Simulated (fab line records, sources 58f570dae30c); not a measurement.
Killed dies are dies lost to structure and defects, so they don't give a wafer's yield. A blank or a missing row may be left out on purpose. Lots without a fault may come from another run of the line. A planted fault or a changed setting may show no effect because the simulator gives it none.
fab line records | flow berkeley_cmos170
record lots=5 wafers=27
route steps=331 shown V2@306 M3@309
start_h: hours from the record's first day to the start of the lot's first wafer shown | wait_h: hours since the lot's step before | " the same as in the row above | L1.1+2: a row that stands for several wafers | - no value, or no start given | * or withheld: withheld | < > ~ a bound
route shown NAME@n: a module of which the file shows steps, and the number in the route of the first | usual: mean/standard deviation of fault-free wafers | same: alike in all rows | chamber/n: place in a boat | sites: the reading at each site | _std_site: their standard deviation | _edge_site: outer sites' mean less inner sites' | radius_mm: how far each site lies from the wafer's centre | mask NAME#n: copy n | behind: the tool/chamber that last shaped the wafer | hold: why the lot was held/for how many hours/how that ended | device: the transistor (n, p or np) that didn't switch | end of line: the same wafers' tests at the end of the route | a step without rows: its recipe alone | killed: dies lost to structure and defects at the first sort, not the wafer's yield | map: a wafer's dies, x killed, . not, _ none there
set.NAME: the setting as run; set.NAME@STEP: as run at that earlier step | model.NAME: the simulator's own value behind a step, which no gauge read
lots whose settings were changed on purpose; a table a step, a row a wafer
## steps
# step UCB170_V2_ETCH_14
# recipe chemistry=CHF3/CF4/Ar target=SiO2 stop_on=Al CHF3_flow_sccm=45 cf4_flow_sccm=15 Ar_flow_sccm=150 pressure_mtorr=200 rf_w=700 target_depth_a=12500 over_etch_frac=0.25 time_s=291
# columns lot.wafer tool chamber start_h wait_h set.time_s model.KrF_of_V2_COAT_07.thk_nm model.V2.feature_depth_nm
L077.1 rie_diel-02 1 168.87 0.0 291 602.2 1002
L077.2 " 3 " " 291 604.4 1002
L077.3 " 2 " " 428.9 465.9 1016
L077.4 " 0 " " 428.9 465.8 1016
L077.5 " 1 " " 428.9 468.3 1018
L077.6 " 0 " " 291 607.1 1002
L078.1 rie_diel-02 1 180.60 0.0 240.7 656.4 998.6
L078.2 " 3 " " 291 607 999.7
L078.3 " 2 " " 240.7 654.7 998.7
L078.4 " 0 " " 291 609 997.9
L078.5 " 0 " " 291 609.8 998.9
L078.6 " 3 " " 240.7 655.7 999.3
L080.1 rie_diel-02 0 187.09 0.0 291 602.5 1001
L080.2 " 2 " " 391.4 505.4 1010
L080.3 " 3 " " 291 602.8 999.1
L080.4 " 1 " " 391.4 508.5 1011
L080.5 " 0 " " 291 607.6 999.6
L080.6 " 3 " " 391.4 506.8 1012
L081.2 rie_diel-02 1 196.06 0.0 291 604.4 1001
L081.3 " 3 " " 291 605.7 999.9
L081.5 " 2 " " 291 602.1 1000
L084.1 rie_diel-03 0 200.31 0.0 394.5 510.2 1012
L084.2 " 3 " " 291 609.8 1001
L084.3 " 3 " " 291 602.6 1001
L084.4 " 0 " " 394.5 512.8 1011
L084.5 " 3 " " 394.5 503.1 1010
L084.6 " 0 " " 291 609.5 1002
# step UCB170_V2_STRIP_15
# recipe chemistry=O2 power_w=400 pressure_mtorr=3500 platen_temp_c=withheld o2_flow_sccm=400 overash_fraction=0.5
# usual strip_time_to_endpoint_s=15.24/0.14
# columns lot.wafer tool chamber start_h wait_h set.time_s@V2_ETCH_14 strip_time_to_endpoint_s
L077.1 plasma_asher-03 0 169.05 0.1 291 15.12
L077.2 " 1 " " 291 15.19
L077.3 " 0 " " 428.9 11.91
L077.4 " 1 " " 428.9 11.91
L077.5 " 0 " " 428.9 11.97
L077.6 " 1 " " 291 15.25
L078.1 plasma_asher-04 0 180.78 0.1 240.7 16.32
L078.2 " 1 " " 291 15.23
L078.3 " 1 " " 240.7 16.32
L078.4 " 0 " " 291 15.28
L078.5 " 1 " " 291 15.30
L078.6 " 0 " " 240.7 16.34
L080.1 plasma_asher-04 0 187.27 0.1 291 15.13
L080.2 " 1 " " 391.4 12.85
L080.3 " 0 " " 291 15.13
L080.4 " 1 " " 391.4 12.92
L080.5 " 1 " " 291 15.26
L080.6 " 0 " " 391.4 12.87
L081.2 plasma_asher-03 0 196.24 0.1 291 15.18
L081.3 " 0 " " 291 15.22
L081.5 " 0 " " 291 15.12
L084.1 plasma_asher-04 0 200.58 0.2 394.5 12.94
L084.2 " 1 " " 291 15.30
L084.3 " 0 " " 291 15.12
L084.4 " 1 " " 394.5 13.03
L084.5 " 1 " " 394.5 12.78
L084.6 " 0 " " 291 15.30
# step UCB170_M3_PRE_CLEAN_00
# recipe gas=Ar preclean_etch_time_s=60
# step UCB170_M3_PROBE_99
# columns lot.wafer tool chamber start_h wait_h set.time_s@SPACER_CVD_00 model.etest.pmos_0p35.r_on_ohm_um model.etest.nldd.line_ohm_um model.etest.pmos_0p6.r_on_ohm_um model.etest.nplus_sal.line_ohm_um
L077.1 prober-01 - 172.81 0.1 36.61 - 174.5 5840 4.294
L077.2 prober-01 - 172.86 0.1 47 4624 1332 8423 5.164
L077.3 prober-01 - 172.91 0.2 47 4374 1319 8157 4.893
L077.4 prober-01 - 172.96 0.2 36.61 - 249.2 5878 4.235
L077.5 prober-01 - 173.01 0.2 36.61 - 263.1 5864 4.303
L077.6 prober-01 - 173.06 0.2 47 4513 1344 8231 5.173
L078.1 prober-01 - 184.26 0.1 47 4479 1209 8192 4.87
L078.2 prober-01 - 184.31 0.1 54.43 4775 1215 8496 67.61
L078.3 prober-01 - 184.36 0.2 54.43 4739 1197 8439 5.631
L078.4 prober-01 - 184.41 0.2 47 4635 1210 8436 5.231
L078.5 prober-01 - 184.46 0.2 54.43 4750 1205 8474 5.855
L078.6 prober-01 - 184.51 0.2 47 4491 1213 8278 4.923
L080.1 prober-01 - 190.63 0.1 47 4623 1250 8357 5.02
L080.3+5 prober-01 - 190.73 0.2 69.02 - - - -
L080.4 prober-01 - 190.78 0.2 47 4732 1282 8511 6.222
L080.6 prober-01 - 190.88 0.2 69.02 7228 1266 1.214e+04 1266
L081.2 prober-01 - 199.45 0.1 47 4644 1301 8597 5.005
L081.3 prober-01 - 199.50 0.2 47 4760 1286 8729 5.033
L081.5 prober-01 - 199.60 0.2 47 4714 1304 8536 5.177
L084.1 prober-01 - 203.90 0.1 58.29 4872 1226 8679 76.59
L084.2 prober-01 - 203.95 0.1 47 4592 1195 8425 4.825
L084.3 prober-01 - 204.00 0.2 58.29 4839 1217 8552 74.86
L084.4 prober-01 - 204.05 0.2 47 4546 1187 8326 4.259
L084.5 prober-01 - 204.10 0.2 58.29 4827 1191 8472 80.88
L084.6 prober-01 - 204.15 0.2 47 4611 1178 8466 4.258
# killed by level:class
L081.2 SACOX:geometric_particle:short=1 SILICIDE:geometric_particle:open=1 SILICIDE:geometric_particle:short=1
L081.3 V1:geometric_particle:open=2 PWELL:geometric_particle:short=1 FIELD:geometric_particle:open=1 SILICIDE:geometric_particle:short=1 V2:geometric_particle:open=1
L081.5 SILICIDE:geometric_particle:short=1 V1:geometric_particle:open=1
## key
split step=UCB170_V2_ETCH_14 setting=time_s stated=291 by=wafer
response step=UCB170_V2_ETCH_14 reading=model.KrF_of_V2_COAT_07.thk_nm change=-2.84 per=1% r=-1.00
response step=UCB170_V2_ETCH_14 reading=model.V2.feature_depth_nm change=+0.285 per=1% r=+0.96
response step=UCB170_V2_STRIP_15 reading=strip_time_to_endpoint_s change=* per=1% r=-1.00
split outside_this_file step=UCB170_SPACER_CVD_00 setting=time_s
# split outside_this_file: this setting was split too, and the file shows its column; the key of that split is in another file
